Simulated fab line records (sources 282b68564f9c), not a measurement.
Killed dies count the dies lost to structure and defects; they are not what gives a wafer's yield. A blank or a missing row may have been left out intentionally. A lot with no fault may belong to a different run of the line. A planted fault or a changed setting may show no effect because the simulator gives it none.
Split-lot experiment ; flow rit-cmos ; 5 lots, 23 wafers read, on a route of 202 steps

## SPLIT DETAILS
At RIT_NWELL_COAT_01 (resist thk 1300 nm), the setting resist-thk-nm was moved away from the recipe's 1300 nm on 10 of the 23 wafers read, by -5.3% to +5.5%. This setting was run at the recipe's value on the other wafers.

## FROM THE SPLIT TO THE READING: what the file shows between them, 3 steps
- RIT_NWELL_SOFTBAKE_02: time 60 s
- RIT_NWELL_EXPOSE_03: exposes mask M2, target cd 43900 nm
- RIT_NWELL_DEVELOP_05: develop time 68 s

## THE READING
NOVOLAK_of_NWELL_COAT_01.thk-nm (the simulator's own value, which no gauge read), in nm, at RIT_NWELL_HARDBAKE_07 (time 120 s). The file does not state a usual value for it. Average 1137 nm, standard deviation 3.5 nm, over the 13 wafers here run with the recipe.

wafer;tool, chamber at the split;resist-thk-nm as run, nm;against the recipe;NOVOLAK_of_NWELL_COAT_01.thk-nm, nm;against lot-mates on the recipe
L074.1;litho-track-01, 0;1300;recipe;1136;-
L074.2;litho-track-01, 0;1300;recipe;1133;-
L074.3;litho-track-01, 0;1269;-2.4%;1110;-24
L074.4;litho-track-01, 0;1269;-2.4%;1109;-26
L074.6;litho-track-01, 0;1269;-2.4%;1107;-28
L075.2;litho-track-02, 0;1300;recipe;1132;-
L075.3;litho-track-02, 0;1372;+5.5%;1200;+64
L075.5;litho-track-02, 0;1372;+5.5%;1200;+64
L075.4;litho-track-02, 0;1300;recipe;1139;-
L075.6;litho-track-02, 0;1372;+5.5%;1199;+64
L080.1;litho-track-03, 0;1300;recipe;1136;-
L080.2;litho-track-03, 0;1300;recipe;1135;-
L080.5;litho-track-03, 0;1300;recipe;1135;-
L081.1;litho-track-03, 0;1231;-5.3%;1082;-60
L081.2;litho-track-03, 0;1231;-5.3%;1080;-62
L081.3;litho-track-03, 0;1300;recipe;1140;-
L081.4;litho-track-03, 0;1300;recipe;1145;-
L081.6;litho-track-03, 0;1300;recipe;1142;-
L082.2;litho-track-01, 0;1275;-1.9%;1116;-21
L082.6;litho-track-01, 0;1275;-1.9%;1116;-21
L082.3;litho-track-01, 0;1300;recipe;1138;-
L082.5;litho-track-01, 0;1300;recipe;1138;-
L082.4;litho-track-01, 0;1300;recipe;1136;-

THE FIT
A straight line over all 23 wafers: NOVOLAK_of_NWELL_COAT_01.thk-nm changes by +11.1 nm for each +1% of resist-thk-nm; r = +1.00; the points scatter about the line by 3 nm.
The same after taking each lot's own level away (the mean of its wafers on the recipe; 23 wafers): +11.5 nm for each +1%; r = +1.00; scatter 1.7 nm.
According to that fit, moving resist-thk-nm by its largest amount changes the reading by 64 nm.
From 1134.5 to 1142.3 nm: that is the span of the lots' own levels, equal to 2.3 times the standard deviation above.
Consequently the slope shifts little with the lot-to-lot level, the two slopes agreeing.
Check: for one of the wafers moved furthest among these (+5.5%), held out of the fit, the line's prediction against its lot-mates is +63.8 nm. It came out at +64.5 nm against them.

## OTHER SPLITS APPLIED TO THESE WAFERS
Note: prior to the reading, these wafers also went through further splits. Each is held against what the fit with the lots' levels taken away leaves over:
other split on the same wafers;wafers away from the commonest value;r with NOVOLAK_of_NWELL_COAT_01.thk-nm (lot level and that fit taken away)
RIT_ACTIVE_OXIDATION_01 temp-c;15;+0.05
RIT_ACTIVE_EXPOSE_08 dose-mj;6;+0.30
RIT_ACTIVE_ETCH_13 time-s;7;+0.29

## THE WHOLE CHAIN: every reading that the file lists as answering this split, in the file's order
step;what it does;reading;change (the file's fit);r (the file's)
RIT_NWELL_COAT_01;resist thk 1300 nm;NOVOLAK_of_NWELL_COAT_01.thk-nm (the simulator's own value, which no gauge read);+13.3 nm for each +1% of the setting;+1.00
RIT_NWELL_HARDBAKE_07;time 120 s;NOVOLAK_of_NWELL_COAT_01.thk-nm (the simulator's own value, which no gauge read);+11.4 nm for each +1% of the setting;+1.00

## FILE'S OWN FIT
NOVOLAK_of_NWELL_COAT_01.thk-nm changes by +11.4 nm for each +1% of resist-thk-nm, r = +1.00.
